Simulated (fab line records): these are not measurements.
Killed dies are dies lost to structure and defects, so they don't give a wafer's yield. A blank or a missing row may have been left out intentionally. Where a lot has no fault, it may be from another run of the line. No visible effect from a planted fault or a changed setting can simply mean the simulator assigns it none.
The tool behind it: which one? || flow rit_cmos || 7 lots, 21 wafers sampled, at 2 steps of a route of 202

WHAT EACH GAUGE READ, for each wafer
RIT_ACTIVE_CD_MEAS_11: target cd 1400 nm.
{"lot": "L694", "measured": "day 2 02:50", "on": "cd_sem-02", "cd_nm (nm)": "1399.4 1398.9 1399.2"}
{"lot": "L696", "measured": "day 2 10:26", "on": "cd_sem-02", "cd_nm (nm)": "1400.3 1402.0 1401.3"}
{"lot": "L698", "measured": "day 2 20:29", "on": "cd_sem-02", "cd_nm (nm)": "1398.7 1398.4 1395.9"}
{"lot": "L701", "measured": "day 3 11:34", "on": "cd_sem-01", "cd_nm (nm)": "1395.9 1395.5 1397.1"}
{"lot": "L704", "measured": "day 4 02:26", "on": "cd_sem-02", "cd_nm (nm)": "1400.1 1400.2 1401.1"}
{"lot": "L710", "measured": "day 5 08:28", "on": "cd_sem-01", "cd_nm (nm)": "1409.5 1408.3 1410.5"}
{"lot": "L715", "measured": "day 6 09:28", "on": "cd_sem-02", "cd_nm (nm)": "1398.2 1396.2 1396.7"}

EACH LOT AND THE TOOL THAT RAN IT (in order: tool; ch and the chambers of the sampled wafers; start)
{"lot": "L694", "RIT_ACTIVE_DEVELOP_10": "litho_track-01 ch 0, day 2 02:00"}
{"lot": "L696", "RIT_ACTIVE_DEVELOP_10": "litho_track-01 ch 0, day 2 10:00"}
{"lot": "L698", "RIT_ACTIVE_DEVELOP_10": "litho_track-03 ch 0, day 2 20:00"}
{"lot": "L701", "RIT_ACTIVE_DEVELOP_10": "litho_track-01 ch 0, day 3 11:00"}
{"lot": "L704", "RIT_ACTIVE_DEVELOP_10": "litho_track-01 ch 0, day 4 02:00"}
{"lot": "L710", "RIT_ACTIVE_DEVELOP_10": "litho_track-02 ch 0, day 5 08:00"}
{"lot": "L715", "RIT_ACTIVE_DEVELOP_10": "litho_track-01 ch 0, day 6 09:00"}
- RIT_ACTIVE_DEVELOP_10: develop time 50 s.

THE ANSWER, worked out from the rows above alone
Rule: the lots themselves supply what counts as usual. Put in order of their means at a reading, lots are off if they are a third of the lots or fewer, leave a main group of 4 or more, and stand apart from it by a gap of 3 or more times the standard deviation of the main group's means; of several such gaps the widest counts. A main group is skipped when, at the precision printed for the reading in the tables above, its means are all equal. A lot without any number at a reading at which 4 lots or more have one is off too. All remaining lots with rows at the step are treated as sound.
Off: L710 (RIT_ACTIVE_CD_MEAS_11, cd_nm). The main group: mean 1398.6 nm, standard deviation 1.8.
If a tool, at a process step before that reading, ran all the lots that are off and no sound lot after the first of them, it fits. Those tools and the gauges at RIT_ACTIVE_CD_MEAS_11 are tried in the same way. This does not decide it: 2 tools fit, namely litho_track-02 at RIT_ACTIVE_DEVELOP_10 and cd_sem-01 at RIT_ACTIVE_CD_MEAS_11.

WHAT THE SIMULATOR HAD PUT IN
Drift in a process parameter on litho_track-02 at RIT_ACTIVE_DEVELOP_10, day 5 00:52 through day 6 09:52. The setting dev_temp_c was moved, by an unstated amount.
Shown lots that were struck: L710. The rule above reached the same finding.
